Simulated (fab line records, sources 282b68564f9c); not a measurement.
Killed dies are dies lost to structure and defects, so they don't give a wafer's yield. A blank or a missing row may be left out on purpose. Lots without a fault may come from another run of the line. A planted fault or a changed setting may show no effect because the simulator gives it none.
Chamber matching | flow rit_cmos | RIT_SPACER_ETCHBACK_05 on rie_diel-04: 4 sister chambers
The step etches Si3N4 in SF6/CHF3, stops on SiO2, target depth 250 nm, time 240 s. 4 wafers are shown with their chamber, then 8 later ones without.

WAFERS WITH THEIR CHAMBER
wafer  | chamber | drypump_motor_current_A (A)
L589.6 | 3       | 5.78
L592.1 | 0       | 5.87
L592.6 | 2       | 5.65
L595.2 | 1       | 6.13

WAFERS WITHOUT THEIR CHAMBER
wafer  | drypump_motor_current_A (A)
L595.3 | 5.64
L595.5 | 5.86
L601.1 | 6.13
L601.3 | 5.88
L601.5 | 5.87
L605.1 | 5.87
L605.3 | 5.67
L605.5 | 6.16

WHICH CHAMBER EACH WENT THROUGH
wafer  | from the rows above | in truth
L595.3 | 2                   | 2
L595.5 | 0                   | 0
L601.1 | 1                   | 1
L601.3 | 0                   | 0
L601.5 | 0                   | 0
L605.1 | 0                   | 0
L605.3 | 2                   | 2
L605.5 | 1                   | 1
Placed correctly: 8 of 8. Can't be placed from these rows: 0. Placed wrongly: 0.
How it was worked out, from the rows above alone: a wafer's distance from a chamber is the root of the sum, over the readings, of the square of ((its reading less the chamber's mean) divided by the reading's scatter). The wafer belongs to the nearest chamber; if the next one is less than 2 further off, it can't be placed. A chamber's mean is the mean of its shown wafers. The scatter: with one shown wafer a chamber, the root of the mean of the squares of how far each hidden wafer lies from its nearest shown one.
